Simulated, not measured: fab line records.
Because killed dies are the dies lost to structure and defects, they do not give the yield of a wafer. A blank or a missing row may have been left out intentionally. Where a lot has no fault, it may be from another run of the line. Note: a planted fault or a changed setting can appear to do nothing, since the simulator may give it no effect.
Comparing a struck lot with a sound one	flow rit cmos	15 out of 202 route steps
Sound: these wafers, L657.1, L657.5, L657.6. The struck wafers were L674.1, L674.2, L674.4. At the end, the cause is stated.
For every step that has rows: the tool of each side, followed by ch and its chambers, followed by its first start. Under that, the readings that differ: sound wafers	struck wafers	difference of the means	sigmas: that difference in standard deviations of wafers without a fault.
alike: readings whose means differ by less than 2 such deviations, and words and numbers that are the same on both sides. not compared: withheld readings, readings that some wafer has no value for, bounds like >300 that may hide the same value, and numbers for which the record gives no deviation and whose values overlap.
The two part at a step that has a row with sigmas, a row that says differs or no value, or rows on one side only. Non-overlapping numbers with no deviation appear without sigmas and do not part them. A reading missing from all wafers of one side parts the sides only when that side holds two or more wafers.

first, 2 steps without rows for these wafers: RIT_PWELL_HARDBAKE_07 (time 120 s); RIT_PWELL_IMPLANT_08.
RIT_PWELL_STRIP_09: strips in O2, time 180 s.
  sound on plasma asher-03 ch 0,1, day 2 06:09; struck on plasma asher-02 ch 0,1, day 5 17:59
  alike: drypump motor current A
  not compared: rf hours counter h
RIT_PWELL_TW_MEAS_10:
  sound on film metro-03 at day 2 06:19; struck on film metro-04 at day 5 18:10
  alike: PWELL_TW
then, 1 step without rows for these wafers: RIT_WELLDRIVE_ANNEAL_00 (time 14700 s).
RIT_WELLDRIVE_RS_MEAS_01: a four-point-probe measurement.
  sound on film metro-03 at day 2 13:12; struck on film metro-03 at day 5 23:18
  alike: NWELL_RS
RIT_WELLDRIVE_RS_MEAS_02: a four-point-probe measurement.
  sound on film metro-03 at day 2 13:19; struck on film metro-03 at day 5 23:25
  alike: PWELL_RS
then, 5 steps without rows for these wafers: RIT_NRETRO_HMDS_00 (prime time 60 s); RIT_NRETRO_COAT_01 (resist thk 1300 nm); RIT_NRETRO_SOFTBAKE_02 (time 60 s); RIT_NRETRO_EXPOSE_03 (exposes mask M4, target cd 43900 nm); RIT_NRETRO_PEB_04.
RIT_NRETRO_DEVELOP_05: develop time 68 s.
  sound on litho track-02 ch 0, day 2 14:00; struck on litho track-02 ch 0, day 6 00:00
reading	sound	struck	difference	sigmas
developer temp C (C)	23.00 22.99 23.00	22.14 22.20 22.13	-0.84	-9
RIT_NRETRO_OVL_MEAS_06:
  sound on overlay-02 at day 2 14:19; struck on overlay-01 at day 6 00:40
  alike: NRETRO_OVL
RIT_M1_PROBE_99:
  sound on prober-01 at day 3 18:52; struck on prober-02 at day 7 04:26
  alike: killed at contacts, killed at front end, killed dies, killed open, killed short

WHERE THEY PART
Within this record, at RIT_NRETRO_DEVELOP_05 only. Later steps at which nothing parts them and some readings are alike: RIT_NRETRO_OVL_MEAS_06, RIT_M1_PROBE_99.

WHY: the cause the simulator had injected
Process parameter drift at RIT_NRETRO_DEVELOP_05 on litho track-02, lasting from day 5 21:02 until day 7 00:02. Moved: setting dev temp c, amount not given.
